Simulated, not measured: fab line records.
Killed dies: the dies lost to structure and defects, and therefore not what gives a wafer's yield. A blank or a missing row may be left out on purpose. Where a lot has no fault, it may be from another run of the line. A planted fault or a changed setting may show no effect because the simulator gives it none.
Split-lot experiment | flow rit cmos | route with 202 steps; 5 lots, 23 wafers read

== THE SPLIT ==
At RIT_ACTIVE_DEVELOP_10 (develop time 50 s), the setting develop time s was moved away from the recipe's 50 s on 5 of the 23 wafers read, by +7.9% to +13.5%. All remaining wafers had this setting at the recipe value.

== FROM THE SPLIT TO THE READING: what the file shows between them, 3 steps ==
- RIT_ACTIVE_CD_MEAS_11: target cd 1400 nm
- RIT_ACTIVE_ETCH_13: etches Si3N4 in SF6, stops on SiO2, time 210 s, target depth 210 nm (also split here: time s)
- RIT_ACTIVE_STRIP_14: strips in O2, time 180 s

== THE READING ==
cd nm (nm) at RIT_ACTIVE_CD_MEAS_90, where the cd target is 1400 nm. A value of 1400.7 nm with a standard deviation of 1.5 nm is what fault-free wafers of this fab line usually give.

wafer  | tool, chamber at the split | develop time s as run, s | against the recipe | cd nm, nm | against lot-mates on the recipe
L075.1 | litho track-01, 0          | 50                       | recipe             | 1401.2    | -
L075.3 | litho track-01, 0          | 50                       | recipe             | 1402.0    | -
L075.4 | litho track-01, 0          | 50                       | recipe             | 1400.5    | -
L075.5 | litho track-01, 0          | 50                       | recipe             | 1402.5    | -
L075.6 | litho track-01, 0          | 50                       | recipe             | 1403.8    | -
L076.1 | litho track-04, 0          | 50                       | recipe             | 1401.3    | -
L076.2 | litho track-04, 0          | 50                       | recipe             | 1400.2    | -
L076.3 | litho track-04, 0          | 50                       | recipe             | 1398.8    | -
L076.4 | litho track-04, 0          | 50                       | recipe             | 1401.7    | -
L076.5 | litho track-04, 0          | 50                       | recipe             | 1400.5    | -
L079.1 | litho track-01, 0          | 50                       | recipe             | 1399.6    | -
L079.2 | litho track-01, 0          | 50                       | recipe             | 1398.8    | -
L079.3 | litho track-01, 0          | 53.96                    | +7.9%              | 1389.7    | -9.3
L079.5 | litho track-01, 0          | 50                       | recipe             | 1398.5    | -
L079.6 | litho track-01, 0          | 53.96                    | +7.9%              | 1390.1    | -8.9
L082.1 | litho track-01, 0          | 50                       | recipe             | 1399.1    | -
L082.2 | litho track-01, 0          | 56.76                    | +13.5%             | 1387.9    | -11.1
L082.3 | litho track-01, 0          | 56.76                    | +13.5%             | 1388.2    | -10.8
L082.4 | litho track-01, 0          | 50                       | recipe             | 1399.0    | -
L082.6 | litho track-01, 0          | 56.76                    | +13.5%             | 1386.6    | -12.5
L085.1 | litho track-04, 0          | 50                       | recipe             | 1403.2    | -
L085.5 | litho track-04, 0          | 50                       | recipe             | 1400.8    | -
L085.6 | litho track-04, 0          | 50                       | recipe             | 1400.7    | -

THE FIT
A straight line over all 23 wafers: cd nm changes by -1.03 nm for each +1% of develop time s; r = -0.95; the points scatter about the line by 1.7 nm.
The same after taking each lot's own level away (the mean of its wafers on the recipe; 23 wafers): -0.897 nm for each +1%; r = -0.97; scatter 1.1 nm.
Per that fit: largest develop time s move, reading shift of 12 nm.
The lots' own levels span 1398.97 to 1402.00 nm, that is 2.0 times the standard deviation above.
Hence the slope depends on the lot-to-lot level, as the two fits are not the same.
Check: for one of the wafers moved furthest among these (+13.5%), held out of the fit, the line's prediction against its lot-mates is -12.6 nm. Against them it came out at -11.1 nm.

== OTHER SPLITS ON THESE WAFERS ==
These wafers also went through other splits before the reading. Each is held against what the fit with the lots' levels taken away leaves over:
other split on the same wafers | wafers away from the commonest value | r with cd nm (lot level and that fit taken away)
RIT_ACTIVE_CVD_03 time s       | 18                                   | +0.12
RIT_ACTIVE_ETCH_13 time s      | 8                                    | +0.04

== THE WHOLE CHAIN: every reading that the file lists as answering this split, in the file's order ==
step                  | what it does      | reading | change (the file's fit)               | r (the file's)
RIT_ACTIVE_CD_MEAS_11 | target cd 1400 nm | cd nm   | -0.947 nm for each +1% of the setting | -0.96
RIT_ACTIVE_CD_MEAS_90 | target cd 1400 nm | cd nm   | -0.928 nm for each +1% of the setting | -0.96

== THE FILE'S OWN FIT ==
cd nm changes by -0.928 nm for each +1% of develop time s, r = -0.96.
